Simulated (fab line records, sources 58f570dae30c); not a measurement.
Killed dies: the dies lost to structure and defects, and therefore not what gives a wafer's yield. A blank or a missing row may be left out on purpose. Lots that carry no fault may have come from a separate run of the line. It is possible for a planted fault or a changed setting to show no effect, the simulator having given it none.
fab line records	flow berkeley_cmos170
record lots=24	wafers=72	last_day=12
route steps=331 shown NWELL@29 PWELL@45 SCREENOX@102 M2@273
lots that met no fault: from a run of the same line without faults
start_h: start of the lot's first displayed wafer, in hours after the record's first day	wait_h: hours from the lot's prior step to this one	" unchanged from the row above	L1.1+2: a row that stands for several wafers	- no value, or no start given	* or withheld: withheld	< > ~ a bound
route shown NAME@n: names a module that has steps shown in the file, with the first one's number in the route	usual: mean and standard deviation over wafers with no fault	same: alike in all rows	chamber/n: place in a boat	sites: per-site readings	_std_site: the standard deviation of these	_edge_site: inner sites' mean taken away from outer sites' mean	radius_mm: for every site, how far away it sits from the centre of the wafer	mask NAME#n: copy n	behind: tool/chamber where the wafer was last shaped	hold: reason for holding the lot/hours on hold/outcome of the hold	device: names the non-switching transistor (n, p or np)	end of line: the route-end tests of the same wafers	a step given without rows: its recipe and nothing more	killed: at the first sort, the dies lost to defects and structure; wafer yield is something else	map: a wafer's dies, marking killed ones x, the rest . and places with no die _
set.NAME: the run value of the setting; set.NAME@STEP: its run value at that earlier step	model.NAME: the simulator's own value behind a step, which no gauge read
route steps across a sampled set of lots; one table per step, one row per wafer
services: when a tool's chamber went out of use (start_h, in hours from the record's first day, below 0 if earlier), for how many hours, and the reason
## steps
# step UCB170_NWELL_STRIP_15
# recipe chemistry=O2	power_w=400	pressure_mtorr=3500	platen_temp_c=withheld	o2_flow_sccm=400	overash_fraction=0.5
# usual chamber_pressure_mTorr=3500/3.4	drypump_motor_current_A=5.8/0.4	oes_product_au=0.721/0.0046	strip_time_to_endpoint_s=18.03/0.1
lot.wafer	tool	chamber	start_h	wait_h	chamber_pressure_mTorr	drypump_motor_current_A	oes_product_au	rf_hours_counter_h	strip_time_to_endpoint_s
L075.3	plasma_asher-01	0	35.80	0.1	3497	6.5	0.723	-	17.75
L075.5	"	0	"	"	3500	6.5	0.725	-	17.96
L075.6	"	1	"	"	3501	5.5	0.714	-	17.96
L074.1	plasma_asher-02	0	35.81	0.1	3505	5.7	0.725	23	18.15
L074.3	"	1	"	"	3498	6.0	0.720	-	18.00
L074.6	"	1	"	"	3496	6.0	0.716	-	18.03
L076.1	plasma_asher-02	1	44.06	0.1	3498	6.1	0.728	23	18.00
L076.3	"	0	"	"	3498	5.7	0.718	-	18.18
L076.6	"	0	"	"	3501	5.7	0.722	-	18.07
L077.1	plasma_asher-01	0	48.52	0.1	3497	6.5	0.724	33	17.92
L077.3	"	1	"	"	3502	5.5	0.725	-	17.96
L077.5	"	0	"	"	3498	6.5	0.716	-	18.01
L078.2	plasma_asher-02	1	56.01	0.1	3497	6.1	0.720	25	17.94
L078.4	"	0	"	"	3495	5.7	0.724	-	18.02
L078.5	"	1	"	"	3500	6.1	0.718	-	18.02
L079.2	plasma_asher-03	0	60.40	0.1	3499	5.4	0.718	36	17.95
L079.3	"	1	"	"	3497	5.4	0.724	-	18.06
L079.4	"	0	"	"	3503	5.4	0.729	-	17.86
L080.3	plasma_asher-02	1	60.71	0.1	3503	6.1	0.728	-	18.14
L080.4	"	0	"	"	3497	5.7	0.716	-	17.79
L080.5	"	0	"	"	3501	5.7	0.714	-	18.13
L081.1	plasma_asher-01	1	69.59	0.1	3499	5.5	0.723	35	18.25
L081.3	"	0	"	"	3502	6.5	0.710	-	18.08
L081.6	"	0	"	"	3498	6.5	0.720	-	18.16
L082.3	plasma_asher-03	1	69.86	0.1	3500	5.4	0.719	-	17.93
L082.4	"	0	"	"	3503	5.4	0.721	-	17.86
L082.6	"	1	"	"	3500	5.4	0.722	-	18.00
L083.1	plasma_asher-01	1	78.28	0.1	3491	5.5	0.717	36	17.93
L083.4	"	0	"	"	3501	6.5	0.712	-	17.89
L083.5	"	0	"	"	3502	6.5	0.723	-	18.07
L084.2	plasma_asher-01	0	84.06	0.1	3498	6.5	0.728	37	18.01
L084.3	"	0	"	"	3497	6.5	0.727	-	17.99
L084.4	"	1	"	"	3495	5.5	0.725	-	18.02
L085.1	plasma_asher-02	1	87.14	0.1	3495	6.1	0.729	28	18.14
L085.2	"	0	"	"	3504	5.7	0.720	28	18.00
L085.4	"	0	"	"	3502	5.7	0.722	-	18.19
L086.3	plasma_asher-02	1	95.03	0.1	3496	6.1	0.725	-	18.14
L086.5	"	1	"	"	3494	6.1	0.719	-	18.14
L086.6	"	0	"	"	3499	5.7	0.716	-	18.19
L087.1	plasma_asher-01	0	95.27	0.1	3497	6.5	0.721	38	18.11
L087.4	"	1	"	"	3498	5.5	0.722	-	18.00
L087.6	"	0	"	"	3502	6.5	0.722	-	17.92
L088.1	plasma_asher-03	0	103.24	0.1	3494	5.5	0.713	39	17.98
L088.2	"	1	"	"	3501	5.4	0.722	39	18.14
L088.6	"	1	"	"	3497	5.4	0.723	-	17.87
L089.3	plasma_asher-01	0	110.26	0.1	3503	6.5	0.725	-	18.08
L089.5	"	0	"	"	3499	6.5	0.721	-	17.99
L089.6	"	1	"	"	3498	5.5	0.727	-	18.20
L090.1	plasma_asher-03	0	110.34	0.1	3495	5.5	0.717	40	18.06
L090.4	"	1	"	"	3500	5.4	0.728	-	18.19
L090.5	"	1	"	"	3510	5.4	0.721	-	18.05
L091.3	plasma_asher-02	1	115.00	0.1	3502	6.1	0.721	-	18.05
L091.4	"	0	"	"	3495	5.7	0.722	-	18.03
L091.6	"	0	"	"	3498	5.7	0.722	-	18.01
L092.1	plasma_asher-03	1	123.92	0.1	3496	5.4	0.724	42	17.90
L092.3	"	0	"	"	3502	5.5	0.718	-	17.88
L092.4	"	1	"	"	3499	5.4	0.722	-	17.98
L093.4	plasma_asher-02	1	135.05	0.1	3499	6.1	0.722	-	18.04
L093.5	"	0	"	"	3507	5.7	0.721	-	18.10
L093.6	"	1	"	"	3494	6.1	0.725	-	18.09
L094.3	plasma_asher-03	1	135.29	0.1	3499	5.3	0.727	-	18.09
L094.4	"	0	"	"	3498	5.5	0.718	-	18.13
L094.5	"	1	"	"	3499	5.4	0.711	-	17.97
L095.3	plasma_asher-02	1	139.73	0.1	3507	6.0	0.712	-	17.96
L095.4	"	0	"	"	3503	5.7	0.716	-	17.97
L095.5	"	0	"	"	3495	5.7	0.717	-	17.95
L097.2	plasma_asher-01	1	147.08	0.1	3503	5.5	0.720	45	18.16
L097.3	"	0	"	"	3503	6.5	0.725	-	18.13
L097.6	"	0	"	"	3502	6.5	0.718	-	18.10
L096.1	plasma_asher-01	1	147.36	0.1	3505	5.5	0.713	45	17.94
L096.2	"	0	"	"	3495	6.5	0.719	45	18.02
L096.5	"	1	"	"	3503	5.5	0.725	-	18.11
# step UCB170_PWELL_PEB_11
# recipe peb_temp_c=130	peb_time_s=withheld	resist=KrF
# usual heater_power_total_W=56.90/0.046	plate_sensor_t_centre_C=131.41/0.0095	plate_sensor_t_edge_C=131.53/0.0099
lot.wafer	tool	chamber	start_h	wait_h	heater_power_total_W	plate_sensor_t_centre_C	plate_sensor_t_edge_C
L074.1	litho_track-04	0	54.00	0.3	56.91	131.41	131.55
L074.3	"	0	"	"	56.86	131.42	131.53
L074.6	"	0	"	"	56.98	131.42	131.51
L075.3	litho_track-02	0	54.10	0.2	56.91	131.4	131.54
L075.5	"	0	"	"	56.91	131.4	131.54
L075.6	"	0	"	"	56.87	131.4	131.54
L076.1	litho_track-04	0	61.87	0.2	56.94	131.43	131.52
L076.3	"	0	"	"	56.93	131.41	131.52
L076.6	"	0	"	"	56.93	131.4	131.53
L077.1	litho_track-03	0	63.33	0.1	56.82	131.4	131.51
L077.3	"	0	"	"	56.96	131.41	131.53
L077.5	"	0	"	"	56.82	131.41	131.54
L079.2	litho_track-02	0	75.53	0.3	57.01	131.4	131.53
L079.3	"	0	"	"	56.92	131.4	131.52
L079.4	"	0	"	"	56.86	131.41	131.55
L080.3	litho_track-04	0	75.62	0.1	56.90	131.44	131.54
L080.4	"	0	"	"	56.78	131.41	131.54
L080.5	"	0	"	"	56.96	131.4	131.53
L078.2	litho_track-04	0	75.87	0.3	56.93	131.4	131.52
L078.4	"	0	"	"	56.83	131.4	131.52
L078.5	"	0	"	"	56.97	131.39	131.53
L081.1	litho_track-03	0	83.66	0.2	56.85	131.39	131.53
L081.3	"	0	"	"	56.91	131.41	131.52
L081.6	"	0	"	"	56.93	131.4	131.54
L082.3	litho_track-03	0	83.98	0.2	56.93	131.42	131.54
L082.4	"	0	"	"	56.81	131.39	131.53
L082.6	"	0	"	"	56.86	131.4	131.54
L083.1	litho_track-04	0	101.95	0.1	56.93	131.42	131.53
L083.4	"	0	"	"	56.84	131.4	131.53
L083.5	"	0	"	"	56.94	131.41	131.52
L084.2	litho_track-04	0	102.70	0.6	56.86	131.42	131.52
L084.3	"	0	"	"	56.92	131.4	131.53
L084.4	"	0	"	"	56.95	131.39	131.52
L085.1	litho_track-02	0	104.64	0.1	56.83	131.4	131.54
L085.2	"	0	"	"	56.86	131.41	131.52
L085.4	"	0	"	"	56.92	131.41	131.54
L086.3	litho_track-04	0	113.91	0.4	56.90	131.41	131.55
L086.5	"	0	"	"	56.92	131.41	131.53
L086.6	"	0	"	"	56.94	131.42	131.53
L087.1	litho_track-04	0	114.13	0.4	56.94	131.4	131.53
L087.4	"	0	"	"	56.86	131.41	131.54
L087.6	"	0	"	"	56.97	131.41	131.54
L088.1	litho_track-04	0	116.09	0.1	56.90	131.41	131.54
L088.2	"	0	"	"	56.85	131.4	131.54
L088.6	"	0	"	"	56.92	131.41	131.53
L089.3	litho_track-04	0	133.29	0.3	56.85	131.38	131.53
L089.5	"	0	"	"	56.91	131.4	131.53
L089.6	"	0	"	"	56.84	131.4	131.54
L090.1	litho_track-02	0	133.48	0.3	56.87	131.39	131.52
L090.4	"	0	"	"	56.92	131.4	131.54
L090.5	"	0	"	"	56.95	131.4	131.52
L091.3	litho_track-02	0	133.80	0.3	56.90	131.42	131.53
L091.4	"	0	"	"	56.86	131.41	131.51
L091.6	"	0	"	"	56.92	131.42	131.54
L092.1	litho_track-02	0	-	-	56.86	131.4	131.54
L092.3	"	0	"	"	56.99	131.4	131.52
L092.4	"	0	"	"	56.82	131.39	131.55
L094.3	litho_track-02	0	152.43	0.4	56.95	131.42	131.52
L094.4	"	0	"	"	56.91	131.38	131.54
L094.5	"	0	"	"	56.88	131.4	131.52
L093.4	litho_track-04	0	152.96	0.7	56.96	131.42	131.51
L093.5	"	0	"	"	56.97	131.4	131.53
L093.6	"	0	"	"	56.95	131.41	131.53
L095.3	litho_track-03	0	159.24	0.5	56.84	131.4	131.53
L095.4	"	0	"	"	56.88	131.42	131.53
L095.5	"	0	"	"	56.95	131.41	131.54
L097.2	litho_track-03	0	159.49	0.3	56.93	131.41	131.51
L097.3	"	0	"	"	56.90	131.41	131.54
L097.6	"	0	"	"	56.84	131.4	131.54
L096.1	litho_track-02	0	171.48	0.1	56.91	131.41	131.54
L096.2	"	0	"	"	56.92	131.42	131.53
L096.5	"	0	"	"	56.94	131.41	131.53
# step UCB170_SCREENOX_THK_MEAS_02
# recipe reads=SiO2_of_SCREENOX_OXIDATION_01
# usual SCREENOX_OXIDE_THK=14.4/0.32
lot.wafer	tool	chamber	start_h	wait_h	SCREENOX_OXIDE_THK[nm]
L074.1	film_metro-01	-	106.47	0.0	13.9
L074.3	"	-	"	"	14.1
L074.6	"	-	"	"	14.1
L075.3	film_metro-04	-	106.49	0.0	13.9
L075.5	"	-	"	"	13.8
L075.6	"	-	"	"	13.8
L076.1	film_metro-02	-	121.33	0.0	14.3
L076.3	"	-	"	"	14.3
L076.6	"	-	"	"	14.4
L077.1	film_metro-01	-	121.33	0.0	14.3
L077.3	"	-	"	"	14.2
L077.5	"	-	"	"	14.2
L078.2	film_metro-02	-	132.44	0.0	13.9
L078.4	"	-	"	"	13.8
L078.5	"	-	"	"	14.1
L079.2	film_metro-01	-	132.44	0.0	14.1
L079.3	"	-	"	"	14.0
L079.4	"	-	"	"	14.0
L080.3	film_metro-04	-	132.45	0.0	14.5
L080.4	"	-	"	"	14.4
L080.5	"	-	"	"	14.4
L081.1	film_metro-02	-	136.52	0.0	14.3
L081.3	"	-	"	"	13.9
L081.6	"	-	"	"	14.4
L082.3	film_metro-04	-	136.54	0.0	14.2
L082.4	"	-	"	"	14.3
L082.6	"	-	"	"	14.1
L083.1	film_metro-02	-	158.64	0.0	15.0
L083.4	"	-	"	"	14.7
L083.5	"	-	"	"	14.7
L085.1	film_metro-01	-	158.64	0.0	14.6
L085.2	"	-	"	"	14.9
L085.4	"	-	"	"	15.0
L084.2	film_metro-04	-	158.65	0.0	14.4
L084.3	"	-	"	"	14.6
L084.4	"	-	"	"	14.5
L087.1	film_metro-01	-	165.90	0.0	15.1
L087.4	"	-	"	"	14.7
L087.6	"	-	"	"	14.7
L088.1	film_metro-04	-	165.90	0.0	14.3
L088.2	"	-	"	"	13.9
L088.6	"	-	"	"	14.0
L086.3	film_metro-02	-	165.92	0.0	14.8
L086.5	"	-	"	"	15.0
L086.6	"	-	"	"	14.9
L090.1	film_metro-02	-	179.35	0.0	14.6
L090.4	"	-	"	"	14.8
L090.5	"	-	"	"	14.6
L089.3	film_metro-01	-	179.37	0.0	14.4
L089.5	"	-	"	"	14.5
L089.6	"	-	"	"	14.4
L091.3	film_metro-04	-	179.37	0.0	14.5
L091.4	"	-	"	"	14.3
L091.6	"	-	"	"	14.5
L092.1	film_metro-02	-	187.43	0.0	14.6
L092.3	"	-	"	"	14.5
L092.4	"	-	"	"	14.6
L094.3	film_metro-04	-	206.58	0.0	15.0
L094.4	"	-	"	"	14.9
L094.5	"	-	"	"	14.8
L097.2	film_metro-04	-	219.93	0.0	14.6
L097.3	"	-	"	"	14.3
L097.6	"	-	"	"	14.1
L093.4	film_metro-01	-	219.95	0.0	13.7
L093.5	"	-	"	"	14.2
L093.6	"	-	"	"	14.1
L095.3	film_metro-04	-	226.00	0.0	14.3
L095.4	"	-	"	"	14.2
L095.5	"	-	"	"	14.4
L096.1	film_metro-04	-	234.10	0.0	14.5
L096.2	"	-	"	"	14.7
L096.5	"	-	"	"	14.5
# step UCB170_M2_RS_MEAS_02
# recipe thk_meas_gauge=four-point-probe	reads=Al_of_M2_SPUTTER_01
# usual M2_AL_RS=0.0322/0.00044
lot.wafer	tool	chamber	start_h	wait_h	M2_AL_RS[ohm/sq]
L074.1	film_metro-03	-	159.68	0.0	0.0315
L074.3	"	-	"	"	0.0320
L074.6	"	-	"	"	0.0316
L075.3	film_metro-04	-	160.72	0.1	0.0315
L075.5	"	-	"	"	0.0315
L075.6	"	-	"	"	0.0318
L076.1	film_metro-03	-	177.95	0.0	0.0319
L076.3	"	-	"	"	0.0325
L076.6	"	-	"	"	0.0322
L077.1	film_metro-01	-	178.15	0.0	0.0332
L077.3	"	-	"	"	0.0321
L077.5	"	-	"	"	0.0318
L079.2	film_metro-03	-	184.97	0.1	0.0331
L079.3	"	-	"	"	0.0325
L079.4	"	-	"	"	0.0329
L082.3	film_metro-04	-	185.15	0.1	0.0318
L082.4	"	-	"	"	0.0329
L082.6	"	-	"	"	0.0319
L081.1	film_metro-01	-	185.23	0.0	0.0318
L081.3	"	-	"	"	0.0316
L081.6	"	-	"	"	0.0317
L080.3	film_metro-03	-	185.42	0.1	0.0320
L080.4	"	-	"	"	0.0329
L080.5	"	-	"	"	0.0326
L078.2	film_metro-04	-	185.68	0.1	0.0321
L078.4	"	-	"	"	0.0316
L078.5	"	-	"	"	0.0328
L084.2	film_metro-04	-	210.61	0.1	0.0324
L084.3	"	-	"	"	0.0325
L084.4	"	-	"	"	0.0328
L085.1	film_metro-03	-	210.83	0.0	0.0323
L085.2	"	-	"	"	0.0326
L085.4	"	-	"	"	0.0326
L083.1	film_metro-04	-	211.13	0.0	0.0323
L083.4	"	-	"	"	0.0322
L083.5	"	-	"	"	0.0324
L088.1	film_metro-03	-	223.06	0.0	0.0317
L088.2	"	-	"	"	0.0320
L088.6	"	-	"	"	0.0322
L087.1	film_metro-01	-	223.39	0.0	0.0317
L087.4	"	-	"	"	0.0319
L087.6	"	-	"	"	0.0319
L086.3	film_metro-04	-	223.58	0.1	0.0325
L086.5	"	-	"	"	0.0318
L086.6	"	-	"	"	0.0320
L089.3	film_metro-03	-	236.10	0.1	0.0318
L089.5	"	-	"	"	0.0321
L089.6	"	-	"	"	0.0320
L090.1	film_metro-01	-	239.41	0.0	0.0317
L090.4	"	-	"	"	0.0327
L090.5	"	-	"	"	0.0319
L091.3	film_metro-03	-	239.71	0.1	0.0326
L091.4	"	-	"	"	0.0322
L091.6	"	-	"	"	0.0326
L092.1	film_metro-04	-	251.73	0.0	0.0323
L092.3	"	-	"	"	0.0324
L092.4	"	-	"	"	0.0325
L094.3	film_metro-01	-	264.80	0.1	0.0327
L094.4	"	-	"	"	0.0321
L094.5	"	-	"	"	0.0320
L097.2	film_metro-01	-	275.39	0.1	0.0328
L097.3	"	-	"	"	0.0325
L097.6	"	-	"	"	0.0325
L093.4	film_metro-03	-	275.67	0.1	0.0321
L093.5	"	-	"	"	0.0322
L093.6	"	-	"	"	0.0322
L095.3	film_metro-01	-	281.83	0.1	0.0325
L095.4	"	-	"	"	0.0318
L095.5	"	-	"	"	0.0325
L096.1	film_metro-04	-	289.10	0.0	0.0331
L096.2	"	-	"	"	0.0325
L096.5	"	-	"	"	0.0324
# step UCB170_M2_CD_MEAS_15
# recipe target_cd_nm=700
# usual cd_nm=700.3/1.5
lot.wafer	tool	chamber	start_h	wait_h	cd_nm
L074.1	cd_sem-02	-	161.43	-	700.4
L074.3	"	-	"	"	700.0
L074.6	"	-	"	"	699.5
L075.3	cd_sem-02	-	162.53	-	699.8
L075.5	"	-	"	"	698.5
L075.6	"	-	"	"	698.7
L076.1	cd_sem-01	-	179.71	-	699.4
L076.3	"	-	"	"	699.4
L076.6	"	-	"	"	697.6
L077.1	cd_sem-02	-	179.91	-	700.8
L077.3	"	-	"	"	701.5
L077.5	"	-	"	"	699.9
L079.2	cd_sem-02	-	188.60	-	701.2
L079.3	"	-	"	"	701.2
L079.4	"	-	"	"	700.4
L082.3	cd_sem-02	-	188.89	-	700.4
L082.4	"	-	"	"	700.6
L082.6	"	-	"	"	701.1
L081.1	cd_sem-01	-	189.06	-	700.7
L081.3	"	-	"	"	700.9
L081.6	"	-	"	"	701.4
L080.3	cd_sem-02	-	189.42	-	700.9
L080.4	"	-	"	"	700.0
L080.5	"	-	"	"	701.2
L078.2	cd_sem-01	-	189.48	-	698.4
L078.4	"	-	"	"	699.4
L078.5	"	-	"	"	699.1
L084.2	cd_sem-02	-	212.36	-	700.3
L084.3	"	-	"	"	700.3
L084.4	"	-	"	"	701.1
L085.1	cd_sem-02	-	212.72	-	701.2
L085.2	"	-	"	"	700.8
L085.4	"	-	"	"	700.5
L083.1	cd_sem-01	-	213.00	-	699.2
L083.4	"	-	"	"	700.1
L083.5	"	-	"	"	697.6
L088.1	cd_sem-02	-	225.14	-	700.1
L088.2	"	-	"	"	699.4
L088.6	"	-	"	"	699.8
L087.1	cd_sem-02	-	225.38	-	699.1
L087.4	"	-	"	"	698.3
L087.6	"	-	"	"	698.7
L086.3	cd_sem-02	-	225.76	-	696.8
L086.5	"	-	"	"	695.8
L086.6	"	-	"	"	697.7
L089.3	cd_sem-02	-	238.10	-	703.4
L089.5	"	-	"	"	704.5
L089.6	"	-	"	"	705.3
L090.1	cd_sem-01	-	242.63	-	699.4
L090.4	"	-	"	"	701.2
L090.5	"	-	"	"	699.4
L091.3	cd_sem-01	-	242.94	-	701.1
L091.4	"	-	"	"	701.9
L091.6	"	-	"	"	702.3
L092.1	cd_sem-02	-	255.10	-	700.6
L092.3	"	-	"	"	700.3
L092.4	"	-	"	"	700.2
L094.3	cd_sem-02	-	267.78	-	700.4
L094.4	"	-	"	"	699.7
L094.5	"	-	"	"	700.0
L093.4	cd_sem-01	-	278.03	-	700.9
L093.5	"	-	"	"	701.6
L093.6	"	-	"	"	700.4
L097.2	cd_sem-02	-	278.23	-	701.7
L097.3	"	-	"	"	701.3
L097.6	"	-	"	"	703.3
L095.3	cd_sem-02	-	283.71	-	700.6
L095.4	"	-	"	"	699.4
L095.5	"	-	"	"	698.5
L096.1	cd_sem-01	-	292.47	-	702.2
L096.2	"	-	"	"	700.7
L096.5	"	-	"	"	700.8
# step UCB170_M2_CD_MEAS_90
# recipe target_cd_nm=700
# usual cd_nm=699/3.4
lot.wafer	tool	chamber	start_h	wait_h	cd_nm
L074.1	cd_sem-02	-	161.91	0.1	698
L074.3	"	-	"	"	700
L074.6	"	-	"	"	698
L075.3	cd_sem-02	-	163.21	0.1	701
L075.5	"	-	"	"	701
L075.6	"	-	"	"	700
L076.1	cd_sem-02	-	180.39	0.1	703
L076.3	"	-	"	"	702
L076.6	"	-	"	"	702
L077.1	cd_sem-01	-	180.40	0.1	700
L077.3	"	-	"	"	698
L077.5	"	-	"	"	699
L079.2	cd_sem-02	-	189.27	0.1	701
L079.3	"	-	"	"	701
L079.4	"	-	"	"	699
L082.3	cd_sem-02	-	189.56	0.1	699
L082.4	"	-	"	"	696
L082.6	"	-	"	"	698
L081.1	cd_sem-01	-	189.58	0.1	701
L081.3	"	-	"	"	701
L081.6	"	-	"	"	700
L080.3	cd_sem-02	-	190.09	0.1	700
L080.4	"	-	"	"	701
L080.5	"	-	"	"	703
L078.2	cd_sem-01	-	190.16	0.1	696
L078.4	"	-	"	"	697
L078.5	"	-	"	"	695
L084.2	cd_sem-01	-	212.85	0.1	704
L084.3	"	-	"	"	704
L084.4	"	-	"	"	704
L085.1	cd_sem-02	-	213.21	0.1	703
L085.2	"	-	"	"	704
L085.4	"	-	"	"	702
L083.1	cd_sem-01	-	213.48	0.1	696
L083.4	"	-	"	"	695
L083.5	"	-	"	"	697
L088.1	cd_sem-01	-	225.62	0.1	699
L088.2	"	-	"	"	696
L088.6	"	-	"	"	701
L087.1	cd_sem-01	-	225.86	0.1	698
L087.4	"	-	"	"	699
L087.6	"	-	"	"	696
L086.3	cd_sem-02	-	226.25	0.1	695
L086.5	"	-	"	"	688
L086.6	"	-	"	"	697
L089.3	cd_sem-01	-	238.59	0.1	705
L089.5	"	-	"	"	704
L089.6	"	-	"	"	705
L090.1	cd_sem-02	-	243.11	0.1	701
L090.4	"	-	"	"	700
L090.5	"	-	"	"	704
L091.3	cd_sem-02	-	243.43	0.1	697
L091.4	"	-	"	"	699
L091.6	"	-	"	"	698
L092.1	cd_sem-01	-	255.58	0.1	695
L092.3	"	-	"	"	696
L092.4	"	-	"	"	696
L094.3	cd_sem-02	-	268.27	0.1	701
L094.4	"	-	"	"	698
L094.5	"	-	"	"	698
L093.4	cd_sem-02	-	278.52	0.1	694
L093.5	"	-	"	"	697
L093.6	"	-	"	"	694
L097.2	cd_sem-01	-	278.72	0.1	703
L097.3	"	-	"	"	702
L097.6	"	-	"	"	702
L095.3	cd_sem-02	-	284.20	0.1	698
L095.4	"	-	"	"	697
L095.5	"	-	"	"	697
L096.1	cd_sem-01	-	292.96	0.1	702
L096.2	"	-	"	"	696
L096.5	"	-	"	"	699
## services
tool	chamber	start_h	hours	kind
plasma_asher-03	-	76.99	2.3	repair
plasma_asher-02	-	88.36	1.9	repair
plasma_asher-03	-	90.49	6.0	repair
## key
fault none
